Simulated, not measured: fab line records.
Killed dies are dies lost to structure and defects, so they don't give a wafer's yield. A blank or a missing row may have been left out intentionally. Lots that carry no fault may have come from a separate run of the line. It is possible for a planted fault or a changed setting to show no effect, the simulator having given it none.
Which tool is to blame? | flow rit-cmos | Sampling: 14 lots, 42 wafers, 2 of 202 route steps

WHAT THE GAUGES READ, wafer by wafer
The record holds no reading of a measuring or inspecting step that can be judged against a usual standard deviation.

EACH LOT AND THE TOOL THAT RAN IT (in order: tool; ch and the chambers of the sampled wafers; start)
lot  | RIT_PSD_STRIP_09                    | RIT_M1_PROBE_99
L998 | plasma-asher-01 ch 0,1, day 3 05:10 | -
L100 | plasma-asher-01 ch 0,1, day 3 17:07 | -
L103 | plasma-asher-01 ch 0, day 4 03:53   | -
L104 | plasma-asher-03 ch 0,1, day 4 08:08 | -
L111 | plasma-asher-03 ch 0,1, day 5 21:34 | prober-02, day 6 05:43
L112 | plasma-asher-02 ch 0,1, day 6 03:53 | prober-01, day 6 12:13
L114 | plasma-asher-02 ch 0,1, day 6 12:41 | -
L115 | plasma-asher-02 ch 0,1, day 6 15:51 | prober-02, day 7 00:05
L116 | plasma-asher-01 ch 0,1, day 7 00:31 | -
L117 | plasma-asher-01 ch 0,1, day 7 02:21 | -
L118 | plasma-asher-01 ch 0,1, day 7 10:00 | -
L119 | plasma-asher-03 ch 0,1, day 7 11:35 | prober-02, day 7 19:52
L120 | plasma-asher-01 ch 0,1, day 7 21:36 | -
L121 | plasma-asher-02 ch 0,1, day 8 02:02 | prober-02, day 8 10:37
- RIT_PSD_STRIP_09: strips in O2, time 180 s.
- RIT_M1_PROBE_99

AS READ BY THE TOOLS THEMSELVES (means over the sampled wafers that have a number; for cases with no such wafer, the mark the record gives instead)
RIT_PSD_STRIP_09. Usual: chamber-pressure-mTorr 4000 mTorr, standard deviation 3.8; drypump-motor-current-A 5.5 A, standard deviation 0.46.
lot  | tool            | chamber-pressure-mTorr (mTorr) | drypump-motor-current-A (A) | flag
L998 | plasma-asher-01 | 4002                           | 5.4                         |
L100 | plasma-asher-01 | 4002                           | 5.8                         |
L103 | plasma-asher-01 | 3997                           | 6.1                         |
L104 | plasma-asher-03 | 4002                           | 5.3                         |
L111 | plasma-asher-03 | -                              | -                           | OFF
L112 | plasma-asher-02 | -                              | -                           | OFF
L114 | plasma-asher-02 | 3996                           | 5.5                         |
L115 | plasma-asher-02 | 4003                           | 5.9                         |
L116 | plasma-asher-01 | 4002                           | 5.4                         |
L117 | plasma-asher-01 | 4001                           | 5.8                         |
L118 | plasma-asher-01 | 3998                           | 5.8                         |
L119 | plasma-asher-03 | 4001                           | 5.3                         |
L120 | plasma-asher-01 | 4002                           | 5.8                         |
L121 | plasma-asher-02 | 3997                           | 5.9                         |

RIT_M1_PROBE_99. Usual: killed-at-contacts 0.1, standard deviation 0.32; killed-at-front-end 7, standard deviation 3; killed-dies 7, standard deviation 3.1; killed-on-rim 1.9, standard deviation 1.5; killed-open 3.3, standard deviation 1.8; killed-short 3.6, standard deviation 2.
lot  | tool      | killed-at-contacts | killed-at-front-end | killed-dies | killed-on-rim | killed-open | killed-short | flag
L111 | prober-02 | 0.7                | 263                 | 264         | 70.0          | 4.3         | 5.7          | OFF
L112 | prober-01 | 0.0                | 264                 | 264         | 70.0          | 1.7         | 3.3          | OFF
L115 | prober-02 | 0.0                | 11                  | 11          | 2.7           | 5.7         | 5.3          |
L119 | prober-02 | 0.7                | 7                   | 8           | 1.0           | 3.0         | 4.3          |
L121 | prober-02 | 0.0                | 10                  | 10          | 2.3           | 4.0         | 5.7          |

THE ANSWER, worked out from the rows above alone
Rule: a lot is off if the mean of its wafers that have a number lies more than 3 standard deviations from the usual mean. Also off: a lot with no number at a reading for which 4 or more lots have one. All remaining lots with rows at the step are treated as sound. The gauges are gone through in route order, then the tools' own readings, and for those a lot's mean is taken as printed above. At the first step where some lot is off, the reading lying furthest off is the one used; lots without a number count as furthest.
Off: L111, L112, at RIT_PSD_STRIP_09 (chamber-pressure-mTorr). Without a number there: L111, L112.
A tool fits if, at that step or a process step before it, it ran every lot that is off, and no sound lot after the first of them. No candidate that was tried fits.

WHAT WAS PUT IN BY THE SIMULATOR
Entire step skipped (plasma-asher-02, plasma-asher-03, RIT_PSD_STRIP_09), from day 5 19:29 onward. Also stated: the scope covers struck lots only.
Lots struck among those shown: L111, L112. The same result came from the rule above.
